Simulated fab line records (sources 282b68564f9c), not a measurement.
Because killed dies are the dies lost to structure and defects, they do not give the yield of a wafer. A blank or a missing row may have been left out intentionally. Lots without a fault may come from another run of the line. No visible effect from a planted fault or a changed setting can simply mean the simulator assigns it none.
fab line records + flow rit_cmos
[record]
- lots = 7
- wafers = 21
- last_day = 7
route steps=202 shown SILICIDE@161 CONTACT@168
lots that met no fault: from a run of the same line without faults
start_h: start of the lot's first displayed wafer, in hours after the record's first day + wait_h: hours from the lot's prior step to this one + " same as the row above + L1.1+2: several wafers, shown together as one row + - no value, or no start was given + * or withheld: withheld + < > ~ a bound
route shown NAME@n: NAME is a module with steps in the file, n the number in the route of the first one + usual: the fault-free wafers' mean and standard deviation + same: alike in all rows + chamber/n: place in a boat + sites: per-site readings + _std_site: the values' standard deviation + _edge_site: mean of outer sites minus mean of inner sites + radius_mm: for every site, how far away it sits from the centre of the wafer + mask NAME#n: copy n + behind: tool/chamber where the wafer was last shaped + hold: reason for holding the lot/hours on hold/outcome of the hold + device: names the non-switching transistor (n, p or np) + end of line: the route-end tests of the same wafers + where a step has no rows: the recipe by itself + killed: count of dies lost to structure and defects at first sort (not the wafer's yield) + map: a wafer's dies, marking killed ones x, the rest . and places with no die _
set.NAME: the setting as run; set.NAME@STEP: as run at that earlier step + model.NAME: the simulator's own value behind a step, which no gauge read
lots at some steps of the route; a table a step, a row a wafer
services: the hour from which a tool's chamber was out of use, counted from the record's first day as start_h (under 0 if before that day), plus the number of hours and why
[[steps]]
[step RIT_SILICIDE_WET_ETCH_00]
[recipe]
- chemistry = BOE
- target = SiO2
- target_depth_nm = 14
- time_s = 15
- dry = n2_spin
- dilution = 10:1
- temp_c = 21.5
[step RIT_SILICIDE_SPUTTER_01]
[recipe]
- material = Ti
- target_thk_nm = 30
- power_w = 350
- chamber_pressure_pa = 0.667
- gas = Ar
- time_s = 240
- substrate_temp_c = 25
[usual]
- throttle_valve_pct = 30.4/1.7
| lot.wafer | tool           | chamber | start_h | wait_h | throttle_valve_pct |
|-----------|----------------|---------|---------|--------|--------------------|
| L221.1    | pvd_sputter-03 | -       | 54.58   | 0.0    | 31.0               |
| L221.2    | "              | -       | "       | "      | 31.8               |
| L221.3    | "              | -       | "       | "      | 29.4               |
| L224.1    | pvd_sputter-01 | -       | 67.25   | 0.0    | 28.1               |
| L224.4    | "              | -       | "       | "      | 29.5               |
| L224.5    | "              | -       | "       | "      | 27.9               |
| L234.1    | pvd_sputter-01 | -       | 116.56  | 0.0    | 32.0               |
| L234.2    | "              | -       | "       | "      | 28.1               |
| L234.3    | "              | -       | "       | "      | 27.6               |
| L235.1    | pvd_sputter-03 | -       | 121.05  | 0.0    | 31.3               |
| L235.2    | "              | -       | "       | "      | 29.8               |
| L235.4    | "              | -       | "       | "      | 31.6               |
| L236.3    | pvd_sputter-02 | -       | 127.26  | 0.0    | 30.6               |
| L236.4    | "              | -       | "       | "      | 29.0               |
| L236.6    | "              | -       | "       | "      | 28.9               |
| L237.1    | pvd_sputter-03 | -       | 134.08  | 0.0    | 33.1               |
| L237.2    | "              | -       | "       | "      | 31.0               |
| L237.6    | "              | -       | "       | "      | 31.2               |
| L240.1    | pvd_sputter-02 | -       | 161.13  | 0.0    | 28.7               |
| L240.5    | "              | -       | "       | "      | 28.8               |
| L240.6    | "              | -       | "       | "      | 30.6               |
[step RIT_SILICIDE_RS_MEAS_02]
[recipe]
- thk_meas_gauge = four-point-probe
- reads = Ti_of_SILICIDE_SPUTTER_01
[usual]
- SILICIDE_TI_RS = 47.6/0.63
| lot.wafer | tool          | chamber | start_h | wait_h | SILICIDE_TI_RS[ohm/sq] |
|-----------|---------------|---------|---------|--------|------------------------|
| L221.1    | film_metro-03 | -       | 54.73   | 0.1    | 47.0                   |
| L221.2    | "             | -       | "       | "      | 46.9                   |
| L221.3    | "             | -       | "       | "      | 46.5                   |
| L224.1    | film_metro-03 | -       | 67.40   | 0.1    | 47.6                   |
| L224.4    | "             | -       | "       | "      | 47.5                   |
| L224.5    | "             | -       | "       | "      | 47.8                   |
| L234.1    | film_metro-03 | -       | 116.71  | 0.1    | 49.0                   |
| L234.2    | "             | -       | "       | "      | 48.7                   |
| L234.3    | "             | -       | "       | "      | 48.8                   |
| L235.1    | film_metro-03 | -       | 121.20  | 0.1    | 47.8                   |
| L235.2    | "             | -       | "       | "      | 47.0                   |
| L235.4    | "             | -       | "       | "      | 47.3                   |
| L236.3    | film_metro-03 | -       | 127.45  | 0.1    | 47.0                   |
| L236.4    | "             | -       | "       | "      | 46.9                   |
| L236.6    | "             | -       | "       | "      | 47.7                   |
| L237.1    | film_metro-03 | -       | 134.23  | 0.1    | 48.4                   |
| L237.2    | "             | -       | "       | "      | 48.1                   |
| L237.6    | "             | -       | "       | "      | 47.6                   |
| L240.1    | film_metro-03 | -       | 161.28  | 0.1    | 47.2                   |
| L240.5    | "             | -       | "       | "      | 47.4                   |
| L240.6    | "             | -       | "       | "      | 47.0                   |
[step RIT_SILICIDE_THK_MEAS_03]
[recipe]
- thk_meas_gauge = xrf
- reads = Ti_of_SILICIDE_SPUTTER_01
[usual]
- SILICIDE_TI_THK = 30.0/0.32
| lot.wafer | tool          | chamber | start_h | wait_h | SILICIDE_TI_THK[nm] |
|-----------|---------------|---------|---------|--------|---------------------|
| L221.1    | film_metro-03 | -       | 54.85   | 0.1    | 30.3                |
| L221.2    | "             | -       | "       | "      | 30.4                |
| L221.3    | "             | -       | "       | "      | 30.5                |
| L224.1    | film_metro-03 | -       | 67.52   | 0.1    | 30.0                |
| L224.4    | "             | -       | "       | "      | 30.2                |
| L224.5    | "             | -       | "       | "      | 30.0                |
| L234.1    | film_metro-03 | -       | 116.83  | 0.1    | 29.3                |
| L234.2    | "             | -       | "       | "      | 29.4                |
| L234.3    | "             | -       | "       | "      | 29.4                |
| L235.1    | film_metro-03 | -       | 121.32  | 0.1    | 30.0                |
| L235.2    | "             | -       | "       | "      | 30.4                |
| L235.4    | "             | -       | "       | "      | 30.2                |
| L236.3    | film_metro-03 | -       | 127.55  | 0.1    | 30.3                |
| L236.4    | "             | -       | "       | "      | 30.4                |
| L236.6    | "             | -       | "       | "      | 30.0                |
| L237.1    | film_metro-03 | -       | 134.35  | 0.1    | 29.7                |
| L237.2    | "             | -       | "       | "      | 29.7                |
| L237.6    | "             | -       | "       | "      | 29.9                |
| L240.1    | film_metro-03 | -       | 161.40  | 0.1    | 30.3                |
| L240.5    | "             | -       | "       | "      | 30.0                |
| L240.6    | "             | -       | "       | "      | 30.2                |
[step RIT_SILICIDE_RTA_04]
[recipe]
- temp_c = 650
- time_s = 10
- idle_temp_c = 25
- ramp_up_s = 5
- ramp_down_s = 5
- cool_to_c = 25
- ambient = N2
[usual]
- chamber_o2_ppm = 2.001/0.021
- wafer_temp_C_max = 653.7/1.2
| lot.wafer | tool          | chamber | start_h | wait_h | chamber_o2_ppm | wafer_temp_C_max |
|-----------|---------------|---------|---------|--------|----------------|------------------|
| L221.1    | rtp_anneal-02 | 0       | 54.91   | 0.1    | 2.007          | 657.6            |
| L221.2    | "             | 0       | "       | "      | 2.003          | 652.9            |
| L221.3    | "             | 0       | "       | "      | 2.018          | 653.6            |
| L224.1    | rtp_anneal-01 | 0       | 67.58   | 0.1    | 2.015          | 652.5            |
| L224.4    | "             | 0       | "       | "      | 2.002          | 653.2            |
| L224.5    | "             | 0       | "       | "      | 2.020          | 651.7            |
| L234.1    | rtp_anneal-01 | 0       | 116.89  | 0.1    | 1.968          | 653.7            |
| L234.2    | "             | 0       | "       | "      | 1.981          | 654.9            |
| L234.3    | "             | 0       | "       | "      | 1.985          | 653.6            |
| L235.1    | rtp_anneal-02 | 0       | 121.38  | 0.1    | 1.996          | 653.6            |
| L235.2    | "             | 0       | "       | "      | 2.011          | 653.9            |
| L235.4    | "             | 0       | "       | "      | 2.018          | 655.6            |
| L236.3    | rtp_anneal-01 | 0       | 127.61  | 0.1    | 2.014          | 652.5            |
| L236.4    | "             | 0       | "       | "      | 2.016          | 652.2            |
| L236.6    | "             | 0       | "       | "      | 2.008          | 652.2            |
| L237.1    | rtp_anneal-02 | 0       | 134.41  | 0.1    | 2.009          | 655.0            |
| L237.2    | "             | 0       | "       | "      | 1.995          | 653.6            |
| L237.6    | "             | 0       | "       | "      | 1.991          | 654.2            |
| L240.1    | rtp_anneal-01 | 0       | 161.46  | 0.1    | 1.986          | 651.8            |
| L240.5    | "             | 0       | "       | "      | 1.998          | 652.3            |
| L240.6    | "             | 0       | "       | "      | 1.991          | 652.5            |
[step RIT_SILICIDE_WET_ETCH_05]
[recipe]
- chemistry = SPM
- target = Ti
- temp_c = 90
- time_s = 120
- dry = n2_spin
[step RIT_SILICIDE_RTA_06]
[recipe]
- temp_c = 750
- time_s = 9.653
- idle_temp_c = 25
- ramp_up_s = 5
- ramp_down_s = 10
- cool_to_c = 25
- ambient = N2
[usual]
- chamber_o2_ppm = 1.999/0.021
- wafer_temp_C_max = 754.3/1.3
| lot.wafer | tool          | chamber | start_h | wait_h | chamber_o2_ppm | wafer_temp_C_max |
|-----------|---------------|---------|---------|--------|----------------|------------------|
| L221.1    | rtp_anneal-01 | 0       | 55.06   | 0.0    | 1.983          | 755.0            |
| L221.2    | "             | 0       | "       | "      | 2.004          | 753.3            |
| L221.3    | "             | 0       | "       | "      | 1.990          | 753.0            |
| L224.1    | rtp_anneal-02 | 0       | 67.70   | 0.0    | 2.023          | 754.8            |
| L224.4    | "             | 0       | "       | "      | 2.046          | 756.8            |
| L224.5    | "             | 0       | "       | "      | 1.991          | 755.3            |
| L234.1    | rtp_anneal-02 | 0       | 116.99  | 0.0    | 2.025          | 755.4            |
| L234.2    | "             | 0       | "       | "      | 2.015          | 755.6            |
| L234.3    | "             | 0       | "       | "      | 2.036          | 754.5            |
| L235.1    | rtp_anneal-01 | 0       | 121.49  | 0.0    | 2.016          | 753.8            |
| L235.2    | "             | 0       | "       | "      | 2.014          | 753.4            |
| L235.4    | "             | 0       | "       | "      | 2.012          | 753.6            |
| L236.3    | rtp_anneal-02 | 0       | 127.72  | 0.0    | 2.000          | 756.3            |
| L236.4    | "             | 0       | "       | "      | 1.978          | 757.7            |
| L236.6    | "             | 0       | "       | "      | 2.001          | 755.8            |
| L237.1    | rtp_anneal-01 | 0       | 134.52  | 0.0    | 1.975          | 753.2            |
| L237.2    | "             | 0       | "       | "      | 1.975          | 752.8            |
| L237.6    | "             | 0       | "       | "      | 1.968          | 753.1            |
| L240.1    | rtp_anneal-02 | 0       | 161.56  | 0.0    | 1.967          | 755.4            |
| L240.5    | "             | 0       | "       | "      | 1.999          | 754.3            |
| L240.6    | "             | 0       | "       | "      | 1.976          | 754.6            |
[step RIT_CONTACT_CVD_00]
[recipe]
- material = SiO2
- target_thk_nm = 400
- precursor = TEOS
- temp_c = 390
- time_s = 61
- rf_w = 400
[usual]
- heater_power_w = 293/37
| lot.wafer | tool     | chamber | start_h | wait_h | heater_power_w |
|-----------|----------|---------|---------|--------|----------------|
| L221.1    | pecvd-03 | 0       | 55.13   | 0.1    | 300            |
| L221.2    | "        | 2       | "       | "      | 265            |
| L221.3    | "        | 1       | "       | "      | 351            |
| L224.1    | pecvd-03 | 0       | 67.76   | 0.1    | 288            |
| L224.4    | "        | 1       | "       | "      | 325            |
| L224.5    | "        | 0       | "       | "      | 298            |
| L234.1    | pecvd-01 | 0       | 117.06  | 0.1    | 283            |
| L234.2    | "        | 2       | "       | "      | 332            |
| L234.3    | "        | 1       | "       | "      | 232            |
| L235.1    | pecvd-04 | 0       | 121.56  | 0.1    | 251            |
| L235.2    | "        | 1       | "       | "      | 318            |
| L235.4    | "        | 0       | "       | "      | 271            |
| L236.3    | pecvd-03 | 0       | 127.76  | 0.0    | 296            |
| L236.4    | "        | 1       | "       | "      | 319            |
| L236.6    | "        | 0       | "       | "      | 307            |
| L237.1    | pecvd-01 | 2       | 134.59  | 0.1    | 270            |
| L237.2    | "        | 1       | "       | "      | 259            |
| L237.6    | "        | 0       | "       | "      | 276            |
| L240.1    | pecvd-03 | 0       | 161.63  | 0.1    | 241            |
| L240.5    | "        | 1       | "       | "      | 312            |
| L240.6    | "        | 2       | "       | "      | 271            |
[step RIT_CONTACT_THK_MEAS_01]
[recipe]
- reads = SiO2_of_CONTACT_CVD_00
[usual]
- CONTACT_TEOS_THK = 401/5
| lot.wafer | tool          | chamber | start_h | wait_h | CONTACT_TEOS_THK[nm] |
|-----------|---------------|---------|---------|--------|----------------------|
| L221.1    | film_metro-01 | -       | 55.18   | 0.0    | 395                  |
| L221.2    | "             | -       | "       | "      | 400                  |
| L221.3    | "             | -       | "       | "      | 399                  |
| L224.1    | film_metro-01 | -       | 67.81   | 0.0    | 401                  |
| L224.4    | "             | -       | "       | "      | 404                  |
| L224.5    | "             | -       | "       | "      | 405                  |
| L234.1    | film_metro-03 | -       | 117.11  | 0.0    | 392                  |
| L234.2    | "             | -       | "       | "      | 393                  |
| L234.3    | "             | -       | "       | "      | 392                  |
| L235.1    | film_metro-01 | -       | 121.61  | 0.0    | 391                  |
| L235.2    | "             | -       | "       | "      | 395                  |
| L235.4    | "             | -       | "       | "      | 399                  |
| L236.3    | film_metro-04 | -       | 127.83  | 0.0    | 398                  |
| L236.4    | "             | -       | "       | "      | 400                  |
| L236.6    | "             | -       | "       | "      | 400                  |
| L237.1    | film_metro-04 | -       | 134.64  | 0.0    | 394                  |
| L237.2    | "             | -       | "       | "      | 401                  |
| L237.6    | "             | -       | "       | "      | 402                  |
| L240.1    | film_metro-04 | -       | 161.68  | 0.0    | 396                  |
| L240.5    | "             | -       | "       | "      | 403                  |
| L240.6    | "             | -       | "       | "      | 405                  |
[step RIT_CONTACT_HMDS_02]
[recipe]
- prime_time_s = 60
- prime_temp_c = 140
[step RIT_CONTACT_COAT_03]
[recipe]
- resist = NOVOLAK
- spin_rpm = 3250
- resist_thk_nm = 1000
[step RIT_CONTACT_SOFTBAKE_04]
[recipe]
- resist = NOVOLAK
- temp_c = 90
- time_s = 60
[step RIT_CONTACT_EXPOSE_05]
[recipe]
- mask_id = M11
- na = 0.6
- source_shape = conventional
- sigma_outer = 0.5
- target_cd_nm = 1000
- dose_mj = 250
[usual]
- exposure_dose_mJ_cm2 = 247.15/0.25
- focus_offset_nm = -0.1/0.44
- reticle_temp_C = 22.99/0.12
| lot.wafer | tool             | chamber | start_h | wait_h | mask  | exposure_dose_mJ_cm2 | focus_offset_nm | reticle_temp_C |
|-----------|------------------|---------|---------|--------|-------|----------------------|-----------------|----------------|
| L221.1    | iline_stepper-01 | 0       | 55.69   | 0.1    | M11#0 | 247.19               | 0.7             | 23.09          |
| L221.2    | "                | 0       | "       | "      | M11#0 | 246.83               | 0.3             | 22.97          |
| L221.3    | "                | 0       | "       | "      | M11#0 | 246.87               | 0.4             | 22.99          |
| L224.1    | iline_stepper-02 | 0       | 68.32   | 0.1    | M11#0 | 247.03               | -0.2            | 22.91          |
| L224.4    | "                | 0       | "       | "      | M11#0 | 247.10               | -0.3            | 22.68          |
| L224.5    | "                | 0       | "       | "      | M11#0 | 247.13               | 0.5             | 22.98          |
| L234.1    | iline_stepper-01 | -       | 117.62  | 0.1    | M11#0 | -                    | -               | -              |
| L234.2    | "                | -       | "       | "      | M11#0 | -                    | -               | -              |
| L234.3    | "                | -       | "       | "      | M11#0 | -                    | -               | -              |
| L235.1    | iline_stepper-02 | -       | 122.25  | 0.2    | M11#0 | -                    | -               | -              |
| L235.2    | "                | -       | "       | "      | M11#0 | -                    | -               | -              |
| L235.4    | "                | -       | "       | "      | M11#0 | -                    | -               | -              |
| L236.3    | iline_stepper-02 | -       | 128.36  | 0.1    | M11#0 | -                    | -               | -              |
| L236.4    | "                | -       | "       | "      | M11#0 | -                    | -               | -              |
| L236.6    | "                | -       | "       | "      | M11#0 | -                    | -               | -              |
| L237.1    | iline_stepper-02 | 0       | 135.15  | 0.1    | M11#0 | 247.29               | 0.9             | 23.04          |
| L237.2    | "                | 0       | "       | "      | M11#0 | 247.38               | 0.4             | 22.99          |
| L237.6    | "                | 0       | "       | "      | M11#0 | 247.57               | -0.9            | 22.89          |
| L240.1    | iline_stepper-02 | 0       | 162.19  | 0.1    | M11#0 | 247.63               | -0.1            | 22.86          |
| L240.5    | "                | 0       | "       | "      | M11#0 | 247.39               | 0.5             | 22.98          |
| L240.6    | "                | 0       | "       | "      | M11#0 | 246.95               | 0.6             | 22.89          |
[step RIT_CONTACT_PEB_06]
[recipe]
- resist = NOVOLAK
- temp_c = withheld
- time_s = withheld
[[services]]
| tool             | chamber | start_h | hours | kind                    |
|------------------|---------|---------|-------|-------------------------|
| pecvd-01         | 0       | 32.39   | 7.2   | repair                  |
| pecvd-01         | -       | 36.05   | 1.1   | repair                  |
| pvd_sputter-01   | -       | 65.23   | 1.4   | repair                  |
| iline_stepper-02 | -       | 66.17   | 2.1   | pm                      |
| iline_stepper-02 | -       | 68.25   | -     | consumable_replace:lamp |
| pecvd-03         | -       | 74.28   | 2.8   | pm                      |
| iline_stepper-01 | -       | 83.48   | 1.7   | pm                      |
| pvd_sputter-03   | -       | 92.01   | 3.6   | repair                  |
| iline_stepper-02 | -       | 99.51   | 1.7   | pm                      |
| pecvd-03         | 2       | 117.49  | 7.7   | repair                  |
| pvd_sputter-03   | -       | 132.27  | 0.6   | repair                  |
| pecvd-03         | -       | 140.47  | 10.9  | repair                  |
[[key]]
[first_sign]
- step = RIT_CONTACT_EXPOSE_05
- reading = tool_record
- direction = missing
effect none on later readings
met_at RIT_CONTACT_EXPOSE_05
struck_wafers L234.1,L234.2,L234.3,L235.1,L235.2,L235.4,L236.3,L236.4,L236.6
later_rows_left_out L234.1,L234.2,L234.3,L235.1,L235.2,L235.4,L236.3,L236.4,L236.6
sort_left_out L234.1,L234.2,L234.3,L235.1,L235.2,L235.4,L236.3,L236.4,L236.6
tester_left_out L234,L235,L236
onset_between 68.32 117.62
[fault]
- kind = skipped_step_whole
- tool = iline_stepper-01,iline_stepper-02
- chamber = -
- onset_h = 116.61
- steps = RIT_CONTACT_EXPOSE_05
- scope = struck_lots_only
// tester_left_out: of these lots the tester's yield and bins aren't shown, on N5 and GAA mostly nor the transistor test; their killed dies are dies lost to structure and defects alone, not to doping, threshold or leakage, so they don't give the yield
// sort_left_out: the simulated sort isn't trusted on such a fault, so these wafers' sort isn't shown, and their yield isn't known
// later_rows_left_out: the simulator's readings of these wafers behind a module that went badly wrong aren't trusted and aren't shown, but for the sort
